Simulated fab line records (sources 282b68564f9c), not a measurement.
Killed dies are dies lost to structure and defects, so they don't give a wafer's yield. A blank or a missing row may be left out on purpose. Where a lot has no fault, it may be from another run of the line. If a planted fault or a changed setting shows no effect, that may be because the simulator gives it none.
fab line records	flow ritCmos
record: lots: 5	wafers: 15	lastDay: 7
route steps=202 shown SDANNEAL@155 PSD@157 NSD@158 PLDD@159 NLDD@160 SILICIDE@161 CONTACT@168 M1@184
lots with no fault: from the same line, run without faults
startH: hours from the record's first day to the start of the lot's first wafer shown	waitH: hours since the lot's step before	" identical to the entry in the row above	L1.1+2: a single row standing in for several wafers	- no value, or no start was given	* or withheld: withheld	< > ~ a bound
route shown NAME@n: NAME is a module with steps in the file, n the number in the route of the first one	usual: mean/standard deviation of fault-free wafers	same: alike in all rows	chamber/n: place in a boat	sites: per-site readings	_std_site: standard deviation across them	_edge_site: inner sites' mean taken away from outer sites' mean	radiusMm: how far each site lies from the wafer's centre	mask NAME#n: copy n	behind: the tool/chamber that last shaped the wafer	hold: what put the lot on hold/how long, in hours/how the hold closed	device: which transistor (n, p or np) failed to switch	end of line: the tests these same wafers got at the end of their route	where a step has no rows: the recipe by itself	killed: the dies lost at the first sort to structure and to defects; this is not the yield of the wafer	map: a wafer's dies, marking killed ones x, the rest . and places with no die _
set.NAME: setting as actually run; set.NAME@STEP: the setting as run at that earlier step	model.NAME: the simulator's own value behind a step, which no gauge read
certain route steps with their lots: each step a table, each wafer a row
services: a tool's chamber out of use, with start hour (startH, from the record's first day; less than 0 if before it), hours out, and reason
== steps ==
step: RIT_SDANNEAL_CLEAN_02
recipe: chemistry: SC2	mix: 3:3:50	timeS: 600	tempC: 75	dry: n2Spin
step: RIT_SDANNEAL_RTA_03
recipe: tempC: 1050	timeS: 5	idleTempC: 600	rampUpCPerS: 342	rampDownCPerS: 171	coolToC: 600	ambient: N2
usual: wafer_temp_C_max: 1053.4/1
lot.wafer	tool	chamber	startH	waitH	wafer_temp_C_max
L350.1	rtpAnneal-01	0	49.57	0.0	1054.2
L350.4	"	0	"	"	1054.1
L350.6	"	0	"	"	1054.2
L351.1	rtpAnneal-02	0	53.52	0.0	1053.5
L351.2	"	0	"	"	1052.7
L351.3	"	0	"	"	1052.2
L352.2	rtpAnneal-01	0	60.46	0.0	1054.1
L352.4	"	0	"	"	1051.7
L352.6	"	0	"	"	1052.7
L354.2	rtpAnneal-01	0	69.99	0.0	1054.1
L354.3	"	0	"	"	1053.0
L354.5	"	0	"	"	1053.4
L370.2	rtpAnneal-02	0	150.07	0.0	1053.4
L370.5	"	0	"	"	1054.1
L370.6	"	0	"	"	1053.1
step: RIT_SDANNEAL_RS_MEAS_04
recipe: thkMeasGauge: four-point-probe
usual: PSD_RS: 115.80/0.26
lot.wafer	tool	chamber	startH	waitH	PSD_RS[ohm/sq]
L350.1	filmMetro-04	-	49.63	0.0	115.83
L350.4	"	-	"	"	115.65
L350.6	"	-	"	"	115.51
L351.1	filmMetro-04	-	53.58	0.0	116.07
L351.2	"	-	"	"	115.56
L351.3	"	-	"	"	115.65
L352.2	filmMetro-02	-	60.52	0.1	115.92
L352.4	"	-	"	"	116.05
L352.6	"	-	"	"	115.61
L354.2	filmMetro-04	-	70.06	0.1	116.14
L354.3	"	-	"	"	115.83
L354.5	"	-	"	"	116.26
L370.2	filmMetro-03	-	150.14	0.1	115.72
L370.5	"	-	"	"	115.60
L370.6	"	-	"	"	115.63
step: RIT_SDANNEAL_RS_MEAS_05
recipe: thkMeasGauge: four-point-probe
usual: NSD_RS: 84.6/0.3
lot.wafer	tool	chamber	startH	waitH	NSD_RS[ohm/sq]
L350.1	filmMetro-04	-	49.75	0.1	84.6
L350.4	"	-	"	"	84.4
L350.6	"	-	"	"	84.5
L351.1	filmMetro-04	-	53.70	0.1	84.2
L351.2	"	-	"	"	84.0
L351.3	"	-	"	"	84.2
L352.2	filmMetro-02	-	60.64	0.1	84.4
L352.4	"	-	"	"	85.0
L352.6	"	-	"	"	85.0
L354.2	filmMetro-04	-	70.18	0.1	84.5
L354.3	"	-	"	"	84.3
L354.5	"	-	"	"	84.5
L370.2	filmMetro-03	-	150.26	0.1	84.6
L370.5	"	-	"	"	84.2
L370.6	"	-	"	"	84.3
step: RIT_SDANNEAL_RS_MEAS_06
recipe: thkMeasGauge: four-point-probe
usual: PLDD_RS: 178.5/0.46
lot.wafer	tool	chamber	startH	waitH	PLDD_RS[ohm/sq]
L350.1	filmMetro-04	-	49.87	0.1	178.4
L350.4	"	-	"	"	178.6
L350.6	"	-	"	"	178.3
L351.1	filmMetro-04	-	53.82	0.1	178.6
L351.2	"	-	"	"	179.0
L351.3	"	-	"	"	178.1
L352.2	filmMetro-02	-	60.76	0.1	178.6
L352.4	"	-	"	"	179.1
L352.6	"	-	"	"	178.5
L354.2	filmMetro-04	-	70.30	0.1	179.8
L354.3	"	-	"	"	179.6
L354.5	"	-	"	"	179.4
L370.2	filmMetro-03	-	150.38	0.1	178.5
L370.5	"	-	"	"	178.8
L370.6	"	-	"	"	178.9
step: RIT_SDANNEAL_RS_MEAS_07
recipe: thkMeasGauge: four-point-probe
usual: NLDD_RS: 151.5/0.55
lot.wafer	tool	chamber	startH	waitH	NLDD_RS[ohm/sq]
L350.1	filmMetro-04	-	49.99	0.1	151.3
L350.4	"	-	"	"	151.3
L350.6	"	-	"	"	151.4
L351.1	filmMetro-04	-	53.94	0.1	151.6
L351.2	"	-	"	"	152.2
L351.3	"	-	"	"	151.9
L352.2	filmMetro-02	-	60.88	0.1	151.0
L352.4	"	-	"	"	151.0
L352.6	"	-	"	"	151.0
L354.2	filmMetro-04	-	70.42	0.1	150.0
L354.3	"	-	"	"	150.3
L354.5	"	-	"	"	150.0
L370.2	filmMetro-03	-	150.50	0.1	151.6
L370.5	"	-	"	"	150.9
L370.6	"	-	"	"	150.9
step: RIT_SILICIDE_WET_ETCH_00
recipe: chemistry: BOE	target: SiO2	targetDepthNm: 14	timeS: 15	dry: n2Spin	dilution: 10:1	tempC: 21.5
step: RIT_SILICIDE_SPUTTER_01
recipe: material: Ti	targetThkNm: 30	powerW: 350	chamberPressurePa: 0.667	gas: Ar	timeS: 240	substrateTempC: 25
step: RIT_SILICIDE_RS_MEAS_02
recipe: thkMeasGauge: four-point-probe	reads: Ti_of_SILICIDE_SPUTTER_01
usual: SILICIDE_TI_RS: 47.7/0.75
lot.wafer	tool	chamber	startH	waitH	SILICIDE_TI_RS[ohm/sq]
L350.1	filmMetro-03	-	50.27	0.1	48.3
L350.4	"	-	"	"	49.2
L350.6	"	-	"	"	49.0
L351.1	filmMetro-03	-	54.22	0.1	46.9
L351.2	"	-	"	"	47.5
L351.3	"	-	"	"	47.9
L352.2	filmMetro-01	-	61.17	0.1	48.8
L352.4	"	-	"	"	48.9
L352.6	"	-	"	"	48.1
L354.2	filmMetro-01	-	70.70	0.1	48.1
L354.3	"	-	"	"	48.0
L354.5	"	-	"	"	48.5
L370.2	filmMetro-02	-	150.78	0.1	47.2
L370.5	"	-	"	"	47.0
L370.6	"	-	"	"	48.0
step: RIT_SILICIDE_THK_MEAS_03
recipe: thkMeasGauge: xrf	reads: Ti_of_SILICIDE_SPUTTER_01
usual: SILICIDE_TI_THK: 29.9/0.42
lot.wafer	tool	chamber	startH	waitH	SILICIDE_TI_THK[nm]
L350.1	filmMetro-03	-	50.39	0.1	29.9
L350.4	"	-	"	"	29.2
L350.6	"	-	"	"	29.4
L351.1	filmMetro-03	-	54.34	0.1	30.5
L351.2	"	-	"	"	30.1
L351.3	"	-	"	"	29.8
L352.2	filmMetro-01	-	61.28	0.1	29.3
L352.4	"	-	"	"	29.3
L352.6	"	-	"	"	29.8
L354.2	filmMetro-01	-	70.81	0.1	29.6
L354.3	"	-	"	"	29.6
L354.5	"	-	"	"	29.4
L370.2	filmMetro-02	-	150.89	0.1	30.2
L370.5	"	-	"	"	30.2
L370.6	"	-	"	"	29.8
step: RIT_SILICIDE_RTA_04
recipe: tempC: 650	timeS: 10	idleTempC: 25	rampUpS: 5	rampDownS: 5	coolToC: 25	ambient: N2
step: RIT_SILICIDE_WET_ETCH_05
recipe: chemistry: SPM	target: Ti	tempC: 90	timeS: 120	dry: n2Spin
step: RIT_SILICIDE_RTA_06
recipe: tempC: 750	timeS: 10	idleTempC: 25	rampUpS: 5	rampDownS: 10	coolToC: 25	ambient: N2
usual: wafer_temp_C_max: 755.2/1.6
lot.wafer	tool	chamber	startH	waitH	wafer_temp_C_max
L350.1	rtpAnneal-01	0	50.56	0.0	756.7
L350.4	"	0	"	"	754.9
L350.6	"	0	"	"	754.8
L351.1	rtpAnneal-02	0	54.51	0.0	752.5
L351.2	"	0	"	"	755.1
L351.3	"	0	"	"	756.3
L352.2	rtpAnneal-01	0	61.45	0.0	755.0
L352.4	"	0	"	"	758.7
L352.6	"	0	"	"	755.2
L354.2	rtpAnneal-01	0	70.98	0.0	756.6
L354.3	"	0	"	"	756.3
L354.5	"	0	"	"	755.7
L370.2	rtpAnneal-02	0	151.06	0.0	753.8
L370.5	"	0	"	"	754.4
L370.6	"	0	"	"	755.0
step: RIT_CONTACT_CVD_00
recipe: material: SiO2	targetThkNm: 400	precursor: TEOS	tempC: 390	timeS: 61	rfW: 400
step: RIT_CONTACT_THK_MEAS_01
recipe: reads: SiO2_of_CONTACT_CVD_00
usual: CONTACT_TEOS_THK: 398/5.8
lot.wafer	tool	chamber	startH	waitH	CONTACT_TEOS_THK[nm]
L350.1	filmMetro-04	-	50.68	0.0	400
L350.4	"	-	"	"	404
L350.6	"	-	"	"	401
L351.1	filmMetro-01	-	54.63	0.0	398
L351.2	"	-	"	"	395
L351.3	"	-	"	"	385
L352.2	filmMetro-04	-	61.56	0.0	392
L352.4	"	-	"	"	401
L352.6	"	-	"	"	400
L354.2	filmMetro-02	-	71.10	0.0	402
L354.3	"	-	"	"	391
L354.5	"	-	"	"	406
L370.2	filmMetro-04	-	151.28	0.1	408
L370.5	"	-	"	"	402
L370.6	"	-	"	"	402
step: RIT_CONTACT_HMDS_02
recipe: primeTimeS: 60	primeTempC: 140
step: RIT_CONTACT_COAT_03
recipe: resist: NOVOLAK	spinRpm: 3250	resistThkNm: 1000
step: RIT_CONTACT_SOFTBAKE_04
recipe: resist: NOVOLAK	tempC: 90	timeS: 60
step: RIT_CONTACT_EXPOSE_05
recipe: maskId: M11	na: 0.6	sourceShape: conventional	sigmaOuter: 0.5	targetCdNm: 1000	doseMj: 250
step: RIT_CONTACT_PEB_06
recipe: resist: NOVOLAK	tempC: withheld	timeS: withheld
step: RIT_CONTACT_DEVELOP_07
recipe: resist: NOVOLAK	developTimeS: 120	devTempC: 23
step: RIT_CONTACT_CD_MEAS_08
recipe: targetCdNm: 1000
usual: cdNm: 999.9/2.2
lot.wafer	tool	chamber	startH	waitH	cdNm
L350.1	cdSem-01	-	51.75	-	999.6
L350.4	"	-	"	"	1001.7
L350.6	"	-	"	"	1001.2
L351.1	cdSem-02	-	55.78	-	1001.0
L351.2	"	-	"	"	1000.1
L351.3	"	-	"	"	1001.4
L352.2	cdSem-01	-	62.72	-	998.9
L352.4	"	-	"	"	995.7
L352.6	"	-	"	"	1000.6
L354.2	cdSem-01	-	72.58	-	997.7
L354.3	"	-	"	"	998.4
L354.5	"	-	"	"	997.5
L370.2	cdSem-01	-	152.44	-	998.4
L370.5	"	-	"	"	996.1
L370.6	"	-	"	"	995.7
step: RIT_CONTACT_OVL_MEAS_09
usual: CONTACT_OVL: -0.9/1.4
lot.wafer	tool	chamber	startH	waitH	CONTACT_OVL[nm]
L350.1	overlay-01	-	51.87	0.1	-0.7
L350.4	"	-	"	"	-1.0
L350.6	"	-	"	"	-2.6
L351.1	overlay-01	-	55.90	0.1	0.0
L351.2	"	-	"	"	-0.9
L351.3	"	-	"	"	0.2
L352.2	overlay-02	-	62.83	0.1	-3.6
L352.4	"	-	"	"	-2.1
L352.6	"	-	"	"	-1.8
L354.2	overlay-01	-	72.69	0.1	0.4
L354.3	"	-	"	"	-0.3
L354.5	"	-	"	"	-0.8
L370.2	overlay-02	-	152.55	0.1	-3.9
L370.5	"	-	"	"	-3.6
L370.6	"	-	"	"	-2.1
step: RIT_CONTACT_HARDBAKE_10
recipe: resist: NOVOLAK	tempC: 140	timeS: 60
step: RIT_CONTACT_ETCH_11
recipe: targetDepthA: 4800	overEtchFrac: 0.2	stopOn: TiSi2	chemistry: CHF3/CF4/Ar	target: SiO2	CHF3_flow_sccm: 50	cf4FlowSccm: 10	Ar_flow_sccm: 100	O2_flow_sccm: 5	pressureMtorr: 100	rfW: 200	timeS: 320
usual: O2_flow_sccm: 4.999/0.015	drypumpMotorCurrentA: 5.8/0.32	oesProductAu: 0.990/0.012	throttleValvePct: 8.90/0.12
lot.wafer	tool	chamber	startH	waitH	O2_flow_sccm	drypumpMotorCurrentA	oesProductAu	rfHoursCounterH	throttleValvePct
L350.1	rieDiel-01	1	52.05	0.1	4.994	5.3	0.993	147	8.94
L350.4	"	2	"	"	4.999	5.7	1.001	-	8.88
L350.6	"	0	"	"	5.004	5.4	0.989	-	8.87
L351.1	rieDiel-03	3	56.08	0.1	4.977	6.3	0.992	1	9.10
L351.2	"	0	"	"	5.010	5.9	0.977	20	8.93
L351.3	"	1	"	"	5.003	6.0	0.997	13	8.83
L352.2	rieDiel-01	2	63.01	0.1	4.968	5.7	1.006	96	8.87
L352.4	"	3	"	"	4.986	5.7	0.967	131	8.70
L352.6	"	1	"	"	5.029	5.3	0.987	-	8.94
L354.2	rieDiel-03	2	72.87	0.1	4.997	6.0	0.990	7	9.05
L354.3	"	3	"	"	5.001	6.3	0.995	2	9.10
L354.5	"	3	"	"	5.026	6.3	1.002	-	9.09
L370.2	rieDiel-03	0	152.73	0.1	5.006	5.9	0.976	22	8.91
L370.5	"	1	"	"	4.995	6.0	0.998	-	8.83
L370.6	"	2	"	"	4.998	6.0	0.989	-	9.06
step: RIT_CONTACT_STRIP_12
recipe: chemistry: O2	timeS: 180	resist: NOVOLAK	platenTempC: withheld	powerW: 500	pressureMtorr: 4000	o2FlowSccm: 4000
usual: drypumpMotorCurrentA: 5.5/0.54
lot.wafer	tool	chamber	startH	waitH	drypumpMotorCurrentA	rfHoursCounterH
L350.1	plasmaAsher-03	0	52.25	0.1	4.9	24
L350.4	"	1	"	"	6.0	-
L350.6	"	0	"	"	4.9	-
L351.1	plasmaAsher-03	0	56.28	0.1	4.9	24
L351.2	"	1	"	"	6.1	24
L351.3	"	0	"	"	4.9	-
L352.2	plasmaAsher-03	0	63.20	0.1	4.9	25
L352.4	"	0	"	"	4.9	-
L352.6	"	1	"	"	6.1	-
L354.2	plasmaAsher-01	1	73.06	0.1	5.9	44
L354.3	"	1	"	"	6.0	-
L354.5	"	0	"	"	5.2	-
L370.2	plasmaAsher-03	1	152.92	0.1	6.1	36
L370.5	"	0	"	"	4.9	-
L370.6	"	1	"	"	6.1	-
step: RIT_CONTACT_CD_MEAS_90
recipe: targetCdNm: 1000
usual: cdNm: 1000.1/2.2
lot.wafer	tool	chamber	startH	waitH	cdNm
L350.1	cdSem-02	-	52.42	0.1	999.2
L350.4	"	-	"	"	1000.8
L350.6	"	-	"	"	1001.3
L351.1	cdSem-02	-	56.45	0.1	1001.1
L351.2	"	-	"	"	999.6
L351.3	"	-	"	"	1001.1
L352.2	cdSem-02	-	63.40	0.1	998.8
L352.4	"	-	"	"	995.3
L352.6	"	-	"	"	999.8
L354.2	cdSem-02	-	73.25	0.1	997.9
L354.3	"	-	"	"	999.0
L354.5	"	-	"	"	997.2
L370.2	cdSem-01	-	153.12	0.1	999.0
L370.5	"	-	"	"	995.2
L370.6	"	-	"	"	995.9
step: RIT_CONTACT_CLEAN_13
recipe: chemistry: SC1	mix: 3:3:50	timeS: 600	tempC: 75
step: RIT_CONTACT_CLEAN_14
recipe: chemistry: SC2	mix: 3:3:50	timeS: 600	tempC: 75	dry: n2Spin
step: RIT_M1_SPUTTER_00
recipe: material: Al	targetThkNm: 400	powerW: 2000	chamberPressurePa: 0.4	gas: Ar	timeS: 500	substrateTempC: 25
usual: throttleValvePct: 29.9/0.89
lot.wafer	tool	chamber	startH	waitH	throttleValvePct
L350.1	pvdSputter-04	-	52.89	0.0	30.1
L350.4	"	-	"	"	30.0
L350.6	"	-	"	"	30.2
L351.1	pvdSputter-03	-	56.92	0.0	28.6
L351.2	"	-	"	"	29.6
L351.3	"	-	"	"	29.8
L352.2	pvdSputter-04	-	63.85	0.0	28.7
L352.4	"	-	"	"	30.1
L352.6	"	-	"	"	30.1
L354.2	pvdSputter-04	-	73.74	0.0	29.0
L354.3	"	-	"	"	30.1
L354.5	"	-	"	"	29.7
L370.2	pvdSputter-03	-	153.57	0.0	29.8
L370.5	"	-	"	"	28.5
L370.6	"	-	"	"	31.0
step: RIT_M1_RS_MEAS_01
recipe: thkMeasGauge: four-point-probe	reads: Al_of_M1_SPUTTER_00
usual: M1_AL_RS: 0.0737/0.00088
lot.wafer	tool	chamber	startH	waitH	M1_AL_RS[ohm/sq]
L350.1	filmMetro-02	-	53.19	0.1	0.0731
L350.4	"	-	"	"	0.0730
L350.6	"	-	"	"	0.0733
L351.1	filmMetro-04	-	57.22	0.1	0.0755
L351.2	"	-	"	"	0.0738
L351.3	"	-	"	"	0.0736
L352.2	filmMetro-02	-	64.16	0.2	0.0727
L352.4	"	-	"	"	0.0727
L352.6	"	-	"	"	0.0729
L354.2	filmMetro-03	-	74.05	0.2	0.0739
L354.3	"	-	"	"	0.0731
L354.5	"	-	"	"	0.0724
L370.2	filmMetro-02	-	153.88	0.2	0.0734
L370.5	"	-	"	"	0.0753
L370.6	"	-	"	"	0.0745
step: RIT_M1_THK_MEAS_02
recipe: thkMeasGauge: xrf	reads: Al_of_M1_SPUTTER_00
usual: M1_AL_THK: 408/5
lot.wafer	tool	chamber	startH	waitH	M1_AL_THK[nm]
L350.1	filmMetro-02	-	53.31	0.1	409
L350.4	"	-	"	"	410
L350.6	"	-	"	"	409
L351.1	filmMetro-04	-	57.34	0.1	397
L351.2	"	-	"	"	407
L351.3	"	-	"	"	406
L352.2	filmMetro-02	-	64.27	0.1	416
L352.4	"	-	"	"	415
L352.6	"	-	"	"	412
L354.2	filmMetro-03	-	74.16	0.1	410
L354.3	"	-	"	"	411
L354.5	"	-	"	"	416
L370.2	filmMetro-02	-	153.99	0.1	408
L370.5	"	-	"	"	399
L370.6	"	-	"	"	404
step: RIT_M1_HMDS_03
recipe: primeTimeS: 60	primeTempC: 140
step: RIT_M1_COAT_04
recipe: resist: NOVOLAK	spinRpm: 2000	resistThkNm: 1300
step: RIT_M1_SOFTBAKE_05
recipe: resist: NOVOLAK	tempC: 90	timeS: 60
step: RIT_M1_EXPOSE_06
recipe: maskId: M12	na: 0.6	sourceShape: conventional	sigmaOuter: 0.5	targetCdNm: 2600	doseMj: 250
step: RIT_M1_PEB_07
recipe: resist: NOVOLAK	tempC: withheld	timeS: withheld
step: RIT_M1_DEVELOP_08
recipe: resist: NOVOLAK	developTimeS: 68	devTempC: 23
step: RIT_M1_CD_MEAS_09
recipe: targetCdNm: 2600
usual: cdNm: 2600.8/2.1
lot.wafer	tool	chamber	startH	waitH	cdNm
L350.1	cdSem-01	-	54.25	-	2601.6
L350.4	"	-	"	"	2601.4
L350.6	"	-	"	"	2600.8
L351.1	cdSem-01	-	58.28	-	2600.0
L351.2	"	-	"	"	2599.3
L351.3	"	-	"	"	2599.0
L352.2	cdSem-01	-	65.47	-	2600.0
L352.4	"	-	"	"	2601.1
L352.6	"	-	"	"	2601.4
L354.2	cdSem-01	-	75.11	-	2600.3
L354.3	"	-	"	"	2598.6
L354.5	"	-	"	"	2599.5
L370.2	cdSem-01	-	155.07	-	2599.3
L370.5	"	-	"	"	2598.8
L370.6	"	-	"	"	2601.1
step: RIT_M1_OVL_MEAS_10
usual: M1_OVL: -0.5/1.5
lot.wafer	tool	chamber	startH	waitH	M1_OVL[nm]
L350.1	overlay-02	-	54.37	0.1	1.3
L350.4	"	-	"	"	0.4
L350.6	"	-	"	"	2.2
L351.1	overlay-02	-	58.40	0.1	2.2
L351.2	"	-	"	"	3.4
L351.3	"	-	"	"	2.9
L352.2	overlay-01	-	65.58	0.1	0.6
L352.4	"	-	"	"	0.5
L352.6	"	-	"	"	-1.6
L354.2	overlay-02	-	75.22	0.1	0.4
L354.3	"	-	"	"	-0.3
L354.5	"	-	"	"	-1.4
L370.2	overlay-01	-	155.18	0.1	-0.7
L370.5	"	-	"	"	1.2
L370.6	"	-	"	"	-2.3
step: RIT_M1_HARDBAKE_11
recipe: resist: NOVOLAK	tempC: 140	timeS: 120
step: RIT_M1_METAL_ETCH_12
recipe: stopOn: SiO2	chemistry: Cl2/BCl3	target: Al	timeS: 165	overEtchFrac: 0.5	pressureMtorr: 100	targetDepthA: 6000	rfW: 250	Cl2_flow_sccm: 60	bcl3FlowSccm: 50
usual: drypumpMotorCurrentA: 5.6/0.51	heBacksideLeakSccm: 3.41/0.27	oesProductAu: 0.773/0.011	throttleValvePct: 8.34/0.18
lot.wafer	tool	chamber	startH	waitH	drypumpMotorCurrentA	heBacksideLeakSccm	oesProductAu	rfHoursCounterH	throttleValvePct
L350.1	rieMetal-03	0	54.65	0.2	6.4	3.15	0.787	37	8.04
L350.4	"	1	"	"	5.1	3.39	0.761	-	8.28
L350.6	"	0	"	"	6.4	3.22	0.789	-	8.04
L351.1	rieMetal-02	0	58.68	0.2	4.9	3.16	0.777	4	8.19
L351.2	"	1	"	"	5.7	3.32	0.774	4	8.53
L351.3	"	0	"	"	4.9	3.23	0.777	-	8.17
L352.2	rieMetal-01	1	65.91	0.2	5.4	3.53	0.770	2	8.44
L352.4	"	0	"	"	6.0	3.24	0.776	-	8.49
L352.6	"	0	"	"	6.0	3.47	0.778	-	8.48
L354.2	rieMetal-02	0	75.50	0.2	4.9	3.37	0.785	4	8.18
L354.3	"	0	"	"	4.9	3.31	0.776	-	8.17
L354.5	"	0	"	"	4.9	3.52	0.788	-	8.18
L370.2	rieMetal-02	1	155.46	0.2	5.7	3.30	0.777	5	8.56
L370.5	"	1	"	"	5.7	3.36	0.767	-	8.54
L370.6	"	0	"	"	4.9	3.28	0.775	-	8.18
step: RIT_M1_PROBE_99
usual: killedAtFrontEnd: 7.1/3	killedDies: 7.3/3	killedOpen: 3.6/2	killedShort: 3.5/1.9
same: grossDies: 264	killed_at_M0_to_M3: 0	killed_at_M4_up: 0	killedAtBackSide: 0	killedAtContacts: 0	killedAtOther: 0
lot.wafer	tool	chamber	startH	waitH	killedAtFrontEnd	killedDies	killedOpen	killedShort	model.etest.npolySal.rsOhmSq	model.etest.pplusSal.rsOhmSq	model.etest.ppolySal.rsOhmSq	model.etest.nplusSal.rsOhmSq
L350.1	prober-01	-	56.91	0.1	8	8	4	3	4.377	4.322	4.36	4.332
L350.4	prober-01	-	57.06	0.2	17	17	8	8	4.412	4.388	4.387	4.386
L350.6	prober-01	-	57.16	0.2	7	7	1	6	4.421	4.416	4.365	4.336
L351.1	prober-02	-	60.94	0.1	5	5	4	1	4.336	4.275	4.287	4.272
L351.2	prober-02	-	60.99	0.1	6	6	3	3	4.4	4.358	4.346	4.324
L351.3	prober-02	-	61.04	0.2	6	6	3	3	4.426	4.421	4.393	4.396
L352.2	prober-01	-	68.22	0.1	13	13	10	3	4.378	4.338	4.374	4.333
L352.4	prober-01	-	68.32	0.2	8	8	4	4	4.439	4.373	4.411	4.344
L352.6	prober-01	-	68.42	0.2	9	9	7	2	4.362	4.319	4.346	4.361
L354.2	prober-01	-	78.52	0.1	4	4	2	2	4.535	4.49	4.465	4.523
L354.3	prober-01	-	78.57	0.2	8	8	3	5	4.503	4.439	4.445	4.403
L354.5	prober-01	-	78.67	0.2	4	4	3	1	4.548	4.505	4.513	4.492
L370.2	prober-01	-	157.76	0.1	8	8	5	3	4.284	4.269	4.267	4.273
L370.5	prober-01	-	157.91	0.2	8	8	4	4	4.292	4.252	4.286	4.246
L370.6	prober-01	-	157.96	0.2	8	8	2	6	4.38	4.322	4.33	4.345
killed by level:class
L350.1 GATE:geometricParticle:short=2 GATE:geometricParticle:open=2 FOX2:geometricParticle:open=1 FOX2:geometricParticle:short=1 GATE:coatMicrobubblePrinted=1 REOX:geometricParticle:open=1
L350.4 REOX:geometricParticle:short=3 FOX2:geometricParticle:open=2 GATE:geometricParticle:short=2 SPACER:geometricParticle:short=2 REOX:geometricParticle:open=2 SPACER:geometricParticle:open=2 FOX1:geometricParticle:open=1 GATE:geometricParticle:open=1
L350.6 GATE:geometricParticle:short=3 SPACER:geometricParticle:short=2 FOX2:geometricParticle:open=1 REOX:geometricParticle:short=1
L351.1 GATE:geometricParticle:open=2 FOX1:geometricParticle:open=1 FOX2:geometricParticle:open=1 SPACER:geometricParticle:short=1
L351.2 FOX1:geometricParticle:short=1 FOX2:geometricParticle:open=1 GATE:geometricParticle:short=1 GATE:geometricParticle:open=1 REOX:geometricParticle:open=1 REOX:geometricParticle:short=1
L351.3 GATE:geometricParticle:short=2 FOX1:geometricParticle:open=1 GATE:geometricParticle:open=1 REOX:geometricParticle:open=1 SPACER:geometricParticle:short=1
L352.2 GATE:geometricParticle:open=5 SPACER:geometricParticle:open=4 FOX2:geometricParticle:open=1 FOX2:geometricParticle:short=1 GATE:geometricParticle:short=1 SPACER:geometricParticle:short=1
L352.4 GATE:geometricParticle:short=2 SILICIDE:geometricParticle:open=2 FOX1:geometricParticle:short=1 REOX:geometricParticle:open=1 SPACER:geometricParticle:open=1 SPACER:geometricParticle:short=1
L352.6 GATE:geometricParticle:open=4 SPACER:geometricParticle:open=3 GATE:geometricParticle:short=2
L354.2 GATE:geometricParticle:short=2 FOX2:geometricParticle:open=1 GATE:geometricParticle:open=1
L354.3 GATE:geometricParticle:short=3 GATE:geometricParticle:open=2 REOX:geometricParticle:open=1 SPACER:geometricParticle:short=1 SILICIDE:geometricParticle:short=1
L354.5 GATE:geometricParticle:open=2 GATE:geometricParticle:short=1 SPACER:geometricParticle:open=1
L370.2 FOX1:geometricParticle:short=2 FOX2:geometricParticle:open=2 FOX1:geometricParticle:open=1 REOX:geometricParticle:open=1 REOX:geometricParticle:short=1 SILICIDE:geometricParticle:open=1
L370.5 FOX1:geometricParticle:short=2 FOX2:geometricParticle:open=1 GATE:geometricParticle:short=1 GATE:geometricParticle:open=1 REOX:geometricParticle:open=1 SPACER:geometricParticle:open=1 SPACER:geometricParticle:short=1
L370.6 REOX:geometricParticle:short=4 FOX1:geometricParticle:short=1 FOX1:geometricParticle:open=1 GATE:geometricParticle:short=1 REOX:geometricParticle:open=1
== services ==
tool	chamber	startH	hours	kind
plasmaAsher-03	-	44.61	4.5	repair
rieDiel-01	3	45.19	7.3	repair
rieDiel-03	2	46.45	9.0	repair
rieDiel-01	2	58.00	3.0	repair
rieDiel-03	0	58.11	2.8	repair
rieDiel-03	1	72.59	11.7	repair
pvdSputter-03	-	73.85	2.0	repair
rieDiel-03	2	83.28	2.2	repair
pvdSputter-04	-	91.74	3.9	repair
rieDiel-03	3	103.44	3.8	repair
plasmaAsher-03	-	110.13	0.6	repair
pvdSputter-04	-	112.15	1.9	repair
rieMetal-01	1	124.26	29.4	repair
pvdSputter-04	-	124.76	3.2	repair
rieMetal-03	-	136.12	20.0	pm
rieMetal-03	0	136.12	20.0	ventCycle
rieMetal-03	1	136.12	20.0	ventCycle
rtpAnneal-01	-	149.12	4.0	pm
== key ==
firstSign none at tools or gauges
modelEffect: step: RIT_M1_PROBE_99	value: etest.npolySal.rsOhmSq	without: 4.442	struck: 4.529
metAt RIT_SILICIDE_RTA_06
struckWafers L354.2,L354.3,L354.5
testerLeftOut L354
onsetBetween 61.45 70.98
alsoFits RIT_SDANNEAL_RTA_03:rtpAnneal-01,RIT_CONTACT_STRIP_12:plasmaAsher-01,RIT_M1_SPUTTER_00:pvdSputter-04
fault: kind: processParameterDrift	tool: rtpAnneal-01	chamber: -	onsetH: 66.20	steps: RIT_SILICIDE_RTA_06	channel: timeS	offset: *	shape: step	endH: 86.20	actsIn: *	stated: *
testerLeftOut: of these lots the tester's yield and bins aren't shown, on N5 and GAA mostly nor the transistor test; their killed dies are dies lost to structure and defects alone, not to doping, threshold or leakage, so they don't give the yield
